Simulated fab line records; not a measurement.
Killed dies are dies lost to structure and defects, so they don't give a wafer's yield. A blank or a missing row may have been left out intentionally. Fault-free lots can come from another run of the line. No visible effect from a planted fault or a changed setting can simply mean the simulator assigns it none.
Split-lot experiment | flow ritCmos | route with 202 steps; 5 lots, 23 wafers read

SPLIT DETAILS
At RIT_NRETRO_IMPLANT_08, the setting doseCm2 was moved away from the recipe's 1e+13 on 5 of the 23 wafers read, by -6.2% to +4.9%. This setting was run at the recipe's value on the other wafers.

FROM THE SPLIT TO THE READING: what the file shows between them, 1 step
- RIT_NRETRO_STRIP_09: strips in O2, time 180 s

THE READING
NRETRO_TW, at RIT_NRETRO_TW_MEAS_10. Fault-free wafers of this fab line usually give 1040, standard deviation 7.4.

wafer  | tool, chamber at the split | doseCm2 as run | against the recipe | NRETRO_TW | against lot-mates on the recipe
L076.1 | implanter-04, 0            | 1e+13          | recipe             | 1035      | -
L076.2 | implanter-04, 0            | 1.049e+13      | +4.9%              | 1044      | +8
L076.4 | implanter-04, 0            | 1e+13          | recipe             | 1036      | -
L076.5 | implanter-04, 0            | 1.049e+13      | +4.9%              | 1055      | +20
L076.6 | implanter-04, 0            | 1.049e+13      | +4.9%              | 1050      | +14
L079.2 | implanter-02, 0            | 1e+13          | recipe             | 1030      | -
L079.3 | implanter-02, 0            | 1e+13          | recipe             | 1033      | -
L079.4 | implanter-02, 0            | 1e+13          | recipe             | 1034      | -
L079.5 | implanter-02, 0            | 1e+13          | recipe             | 1033      | -
L079.6 | implanter-02, 0            | 1e+13          | recipe             | 1034      | -
L080.1 | implanter-03, 0            | 9.381e+12      | -6.2%              | 1012      | -21
L080.3 | implanter-03, 0            | 1e+13          | recipe             | 1036      | -
L080.4 | implanter-03, 0            | 9.381e+12      | -6.2%              | 1020      | -13
L080.5 | implanter-03, 0            | 1e+13          | recipe             | 1030      | -
L080.6 | implanter-03, 0            | 1e+13          | recipe             | 1033      | -
L083.1 | implanter-02, 0            | 1e+13          | recipe             | 1044      | -
L083.3 | implanter-02, 0            | 1e+13          | recipe             | 1040      | -
L083.5 | implanter-02, 0            | 1e+13          | recipe             | 1045      | -
L085.1 | implanter-02, 0            | 1e+13          | recipe             | 1058      | -
L085.2 | implanter-02, 0            | 1e+13          | recipe             | 1061      | -
L085.3 | implanter-02, 0            | 1e+13          | recipe             | 1056      | -
L085.4 | implanter-02, 0            | 1e+13          | recipe             | 1055      | -
L085.5 | implanter-02, 0            | 1e+13          | recipe             | 1055      | -

THE FIT
A straight line over all 23 wafers: NRETRO_TW changes by +2.95 for each +1% of doseCm2; r = +0.61; the points scatter about the line by 10.
The same after taking each lot's own level away (the mean of its wafers on the recipe; 23 wafers): +2.82 for each +1%; r = +0.94; scatter 2.8.
The reading moves by 17 for the largest change in doseCm2, on that fit.
Across the lots, their own levels run from 1032.8 to 1057.0, a range of 3.3 times the standard deviation given above.
So the lot-to-lot level blurs the effect unless lot-mates are compared.
Check: with one of the wafers moved furthest among these (-6.2%) left out of the fit, the line predicts -15.7 for it against its lot-mates. Against them it came out at -21.

OTHER SPLITS ON THESE WAFERS
These wafers also went through other splits before the reading. Each is held against what the fit with the lots' levels taken away leaves over:
other split on the same wafers  | wafers away from the commonest value | r with NRETRO_TW (lot level and that fit taken away)
RIT_ACTIVE_OXIDATION_01 oxTimeS | 15                                   | +0.03
RIT_FOX2_OXIDATION_00 oxTimeS   | 18                                   | -0.03
RIT_NWELL_IMPLANT_08 energyKev  | 10                                   | +0.30
RIT_PWELL_IMPLANT_08 doseCm2    | 7                                    | +0.21

FILE'S OWN FIT
NRETRO_TW changes by +2.8 for each +1% of doseCm2, r = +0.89.
